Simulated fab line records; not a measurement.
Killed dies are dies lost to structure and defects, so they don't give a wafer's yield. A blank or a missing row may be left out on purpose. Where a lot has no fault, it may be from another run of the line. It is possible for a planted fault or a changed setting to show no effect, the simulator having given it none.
Which tool did it? | flow rit_cmos | 7 lots with 21 wafers sampled at 2 steps, on a route of 202 steps

== WHAT THE GAUGES READ, wafer by wafer ==
RIT_NLDD_TW_MEAS_10.
lot  | measured    | on            | NLDD_TW
L198 | day 2 23:07 | film_metro-01 | 2527 2516 2511
L201 | day 3 15:09 | film_metro-01 | 2514 2523 2517
L203 | day 3 23:07 | film_metro-02 | 30 30 30
L212 | day 5 20:58 | film_metro-01 | 2495 2502 2497
L216 | day 6 16:35 | film_metro-02 | 2500 2505 2503
L218 | day 7 03:33 | film_metro-02 | 2501 2477 2479
L220 | day 7 12:13 | film_metro-01 | 2499 2509 2504

== TOOL THAT RAN EACH LOT (tool first, then ch and the chambers of the sampled wafers, then the start) ==
lot  | RIT_NLDD_DEVELOP_05
L198 | litho_track-01 ch 0, day 2 22:00
L201 | litho_track-01 ch 0, day 3 14:00
L203 | litho_track-04 ch 0, day 3 22:00
L212 | litho_track-03 ch 0, day 5 20:00
L216 | litho_track-04 ch 0, day 6 15:00
L218 | litho_track-04 ch 0, day 7 02:00
L220 | litho_track-04 ch 0, day 7 11:00
- RIT_NLDD_DEVELOP_05: develop time 50 s.

== THE ANSWER, worked out from the rows above alone ==
Rule: what is usual is taken from the lots themselves. The widest of any qualifying gaps counts: lots, ordered by their means at a reading, are off when they make up no more than a third of the lots, leave a main group of 4 or more, and stand apart from it by 3 or more times the standard deviation of that group's means. A main group whose means are all the same, to the digits that the tables above print for the reading, isn't used. A lot without any number at a reading at which 4 lots or more have one is off too. Any other lot the step has rows for is counted as sound.
Off: L203, at RIT_NLDD_TW_MEAS_10 (NLDD_TW). The main group has a mean of 2504 with a standard deviation of 11.
A tool fits if, at a process step before that reading, it ran every lot that is off, and no sound lot after the first of them. Those tools and the gauges at RIT_NLDD_TW_MEAS_10 are tried in the same way. No candidate that was tried fits.

== WHAT THE SIMULATOR PUT IN ==
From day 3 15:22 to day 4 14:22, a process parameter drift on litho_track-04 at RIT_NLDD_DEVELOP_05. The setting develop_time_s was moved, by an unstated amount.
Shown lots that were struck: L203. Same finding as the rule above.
